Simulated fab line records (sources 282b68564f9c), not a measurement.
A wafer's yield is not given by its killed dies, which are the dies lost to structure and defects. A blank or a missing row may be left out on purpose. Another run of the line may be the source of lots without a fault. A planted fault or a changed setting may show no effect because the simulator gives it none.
What tool caused it? -- flow ritCmos -- Sampling: 14 lots, 42 wafers, 2 of 202 route steps

== WHAT THE GAUGES SHOWED, per wafer ==
RIT_SDANNEAL_RS_MEAS_06: measurement is done with a four-point probe. Usual: PLDD_RS gives 178.6 ohm/sq (standard deviation 0.48).
lot,measured,on,PLDD_RS (ohm/sq),flag
L910,day 3 02:48,filmMetro-04,178.7 178.6 178.8,
L911,day 3 07:41,filmMetro-04,178.4 179.0 178.5,
L912,day 3 13:05,filmMetro-03,179.6 178.4 178.9,
L914,day 3 22:49,filmMetro-03,179.0 178.2 178.8,
L915,day 4 06:10,filmMetro-04,178.2 178.6 178.7,
L916,day 4 08:02,filmMetro-03,178.0 178.2 178.6,
L917,day 4 13:02,filmMetro-03,178.2 178.5 178.2,
L918,day 4 18:47,filmMetro-04,178.6 178.8 179.3,
L920,day 5 06:23,filmMetro-04,178.0 177.8 178.0,
L921,day 5 09:46,filmMetro-04,178.7 178.9 177.8,
L924,day 6 06:35,filmMetro-02,183.4 183.9 183.3,OFF
L927,day 6 16:44,filmMetro-03,183.6 184.1 184.4,OFF
L932,day 7 15:46,filmMetro-02,179.1 178.6 179.3,
L933,day 7 21:40,filmMetro-02,177.8 178.3 178.1,

== WHAT TOOL EACH LOT RAN ON (gives the tool, then ch and the chambers of the sampled wafers, and finally the start) ==
lot,RIT_PLDD_IMPLANT_08
L910,"implanter-02 ch 0, day 2 20:08"
L911,"implanter-04 ch 0, day 3 01:08"
L912,"implanter-03 ch 0, day 3 06:29"
L914,"implanter-03 ch 0, day 3 16:09"
L915,"implanter-02 ch 0, day 3 23:28"
L916,"implanter-02 ch 0, day 4 01:10"
L917,"implanter-03 ch 0, day 4 06:38"
L918,"implanter-03 ch 0, day 4 11:08"
L920,"implanter-03 ch 0, day 4 22:26"
L921,"implanter-04 ch 0, day 5 03:05"
L924,"implanter-03 ch 0, day 6 00:02"
L927,"implanter-03 ch 0, day 6 10:09"
L932,"implanter-02 ch 0, day 7 09:04"
L933,"implanter-02 ch 0, day 7 14:38"
- RIT_PLDD_IMPLANT_08

== WHAT THE TOOLS THEMSELVES READ (means of the sampled wafers that have a number; where no wafer has one, the mark that the record gives instead) ==
The record holds no such reading with a usual standard deviation.

== THE ANSWER, worked out from the rows above alone ==
Rule: a lot counts as off when the mean over its wafers that have a number is more than 3 standard deviations away from the usual mean. Also off: a lot with no number at a reading for which 4 or more lots have one. Any other lot the step has rows for is counted as sound. Order of review: gauges by route order, followed by the tools' own readings, for which a lot's mean as printed above is used. The first step at which some lot is off is used, and at that step the reading that is off furthest; a lot without a number counts as furthest.
Off: L924, L927, seen at RIT_SDANNEAL_RS_MEAS_06 (PLDD_RS).
If a tool, at a process step before that reading, ran all the lots that are off and no sound lot after the first of them, it fits. The gauges at RIT_SDANNEAL_RS_MEAS_06 are tried like those tools. One fits: RIT_PLDD_IMPLANT_08 on implanter-03. A fault onset in the window from L920 (day 4 22:26, its last sound lot) to L924 (day 6 00:02, its first lot off) fits.

== WHAT THE SIMULATOR HAD INSERTED ==
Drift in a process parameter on implanter-03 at RIT_PLDD_IMPLANT_08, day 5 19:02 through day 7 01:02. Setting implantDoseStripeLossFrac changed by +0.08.
Lots struck among those shown: L924, L927. The same result came from the rule above.
